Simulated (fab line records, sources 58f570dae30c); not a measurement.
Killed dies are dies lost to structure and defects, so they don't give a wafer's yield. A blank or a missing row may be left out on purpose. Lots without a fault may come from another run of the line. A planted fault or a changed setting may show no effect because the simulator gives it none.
A struck lot beside a sound one | flow berkeley_cmos170 | 17 steps out of a route of 331
Sound: wafers L300.4, L300.5, L300.6. Struck: wafers L306.3, L306.4, L306.6. The cause comes at the end.
At each step with rows: each side's tool, then ch and its chambers, then its first start. Under that, the readings that differ: sound wafers | struck wafers | difference of the means | sigmas: that difference in standard deviations of wafers without a fault.
alike: readings whose means differ by less than 2 such deviations, and words and numbers that are the same on both sides. not compared: withheld readings, readings that some wafer has no value for, bounds like >300 that may hide the same value, and numbers for which the record gives no deviation and whose values overlap.
The two part at a step that has a row with sigmas, a row that says differs or no value, or rows on one side only. Numbers that don't overlap but have no deviation are shown without sigmas and don't part them. A reading that every wafer of one side lacks parts them only if that side has two wafers or more.

UCB170_NSD_CD_MEAS_06: target cd 1200 nm.
  sound on cd_sem-01, day 9 16:59; struck on cd_sem-01, day 11 05:24
  alike: cd_nm
UCB170_NSD_OVL_MEAS_07:
  sound on overlay-02, day 9 17:04; struck on overlay-02, day 11 05:29
  alike: NSD_OVL
then, 1 step without rows for these wafers: UCB170_NSD_IMPLANT_08.
UCB170_NSD_STRIP_09: strips in O2.
  sound on plasma_asher-03 ch 0,1, day 9 17:16; struck on plasma_asher-01 ch 0,1, day 11 05:42
  alike: drypump_motor_current_A, oes_product_au, strip_time_to_endpoint_s
  not compared: rf_hours_counter_h
UCB170_NSD_TW_MEAS_10:
  sound on film_metro-01, day 9 17:22; struck on film_metro-02, day 11 05:47
  alike: NSD_TW
then, 4 steps without rows for these wafers: UCB170_NSD_CLEAN_11 (cleans in SPM, time 600 s); UCB170_BACKSIDE_HMDS_00 (prime time 60 s); UCB170_BACKSIDE_COAT_01 (resist thk 900 nm); UCB170_BACKSIDE_SOFTBAKE_02 (time 60 s).
UCB170_BACKSIDE_STRIP_03: strips in O2.
  sound on plasma_asher-03 ch 0,1, day 9 18:19; struck on plasma_asher-04 ch 0,1, day 11 06:40
  alike: drypump_motor_current_A, oes_product_au, strip_time_to_endpoint_s
  not compared: rf_hours_counter_h
then, 1 step without rows for these wafers: UCB170_BACKSIDE_CLEAN_04 (cleans in SPM, time 600 s).
UCB170_SDANNEAL_RTA_00: time 10 s.
  sound on rtp_anneal-02 ch 0, day 9 18:35; struck on rtp_anneal-02 ch 0, day 11 06:58
  alike: lamp_power_pct, wafer_temp_C_max
UCB170_SDANNEAL_RTA_01: time 5 s.
  sound on rtp_anneal-02 ch 0, day 9 18:38; struck on rtp_anneal-02 ch 0, day 11 07:06
  alike: lamp_power_pct, wafer_temp_C_max
UCB170_SDANNEAL_RS_MEAS_02: measures by four-point-probe.
  sound on film_metro-01, day 9 18:44; struck on film_metro-01, day 11 07:35
  reading         | sound          | struck         | difference | sigmas
  PSD_RS (ohm/sq) | 75.0 75.1 74.6 | 71.5 71.7 71.7 | -3.3       | -10
  not compared: hold
UCB170_SDANNEAL_RS_MEAS_03: measures by four-point-probe.
  sound on film_metro-01, day 9 18:51; struck on film_metro-01, day 11 15:55
  reading         | sound             | struck            | difference | sigmas
  NSD_RS (ohm/sq) | 37.51 37.47 37.52 | 36.73 36.67 36.58 | -0.84      | -10
  not compared: hold
UCB170_SDANNEAL_RS_MEAS_04: measures by four-point-probe.
  sound on film_metro-01, day 9 18:58; struck on film_metro-01, day 11 17:13
  reading          | sound                | struck                                                                     | difference                   | sigmas
  hold             | - - -                | await_dispo/1.2h/release await_dispo/1.2h/release await_dispo/1.2h/release | no value on the sound wafers |
  PLDD_RS (ohm/sq) | 1031.1 1033.5 1034.3 | 1023.6 1027.9 1024.3                                                       | -7.7                         | -3
UCB170_M3_PROBE_99:
  the record has rows for the struck wafers here (prober-01, day 12 15:50) and none for the sound ones

WHERE THEY PART
First at UCB170_SDANNEAL_RS_MEAS_02; last, within this record, at UCB170_M3_PROBE_99.

WHY: what the simulator had put in
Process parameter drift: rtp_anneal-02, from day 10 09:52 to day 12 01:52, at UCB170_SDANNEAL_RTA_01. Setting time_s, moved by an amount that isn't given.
